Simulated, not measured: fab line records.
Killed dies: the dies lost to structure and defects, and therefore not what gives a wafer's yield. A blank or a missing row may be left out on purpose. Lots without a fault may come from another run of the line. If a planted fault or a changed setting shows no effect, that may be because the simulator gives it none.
Code-filled problem report in 8D (eight disciplines) form	flow berkeley_cmos170	the parts of the form that need people (team, actions taken, sign-off) are left out

1. THE PROBLEM
At UCB170_NWELL_IMPLANT_14, beam_energy_keV averages 155.72 over 9 wafers from 3 lots, while fault-free wafers read 150.00, standard deviation 0.042. So: +99 or more standard deviations from the usual mean.
First seen on wafer L448.3, day 3 04:51, on implanter-01. The record holds 36 wafers of 12 lots with a number at this step. Rule for "out", or "out of limits": more than 4 standard deviations from the usual mean. The other wafers with a number count as sound.

2. WHAT THIS IS AND IS NOT
question	is	is not
which readings at this step	beam_energy_keV	beam_on_s
which lots	L448, L449, L452	L444, L445, L446, L447, L450, L453, L461, L462, L463
which wafers of those lots	all that have a number	-
read on which tools	implanter-01	implanter-02, implanter-03
when	from day 3 04:51	up to then (12 sound wafers); but 15 sound wafers of L450, L453, L461, L462, L463 came after

3. THE SUSPECTS, EACH WITH WHAT RULES IT OUT
Counting: a tool at a process step up to the reading stays a suspect if it ran every lot that is out and no sound lot after the first of them.
- implanter-01 at UCB170_NWELL_IMPLANT_14: kept. Every lot that is out went through it, starting with L448 (day 3 04:51), and after that it ran no sound lot; the last sound lot it ran before then is L447 (day 2 20:56). Its own readings are out on those wafers: beam_energy_keV.
Left after counting: implanter-01 at UCB170_NWELL_IMPLANT_14.

4. THE CAUSE (what the simulator had put in)
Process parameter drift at UCB170_NWELL_IMPLANT_14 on implanter-01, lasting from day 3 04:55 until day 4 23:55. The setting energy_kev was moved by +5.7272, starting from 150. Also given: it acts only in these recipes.
This tool alone remained once counting was done.

5. THE CHAIN OF EFFECTS, in route order
Each row: a reading whose mean over the struck wafers that have a number lies more than 3 standard deviations from the usual. Only readings for which the record gives a usual standard deviation are gone through. hours: the time from each lot's start at the first step in this table that gives one to its start at this step, as a median over the lots. sigmas: the change in usual standard deviations.
hours	step	reading	usual	on struck wafers	change	sigmas
0	UCB170_NWELL_IMPLANT_14	beam_energy_keV	150.00	155.72	+5.72	+99 or more
Process steps it contains:
- UCB170_NWELL_IMPLANT_14
Later steps that measure or inspect, where all struck wafers having a row at the step show a number for every such reading and not one has moved that far: UCB170_PWELL_THK_MEAS_03.

6. HOW IT WOULD HAVE BEEN CAUGHT EARLIER
In this record the first reading out of limits was taken at day 3 04:51.
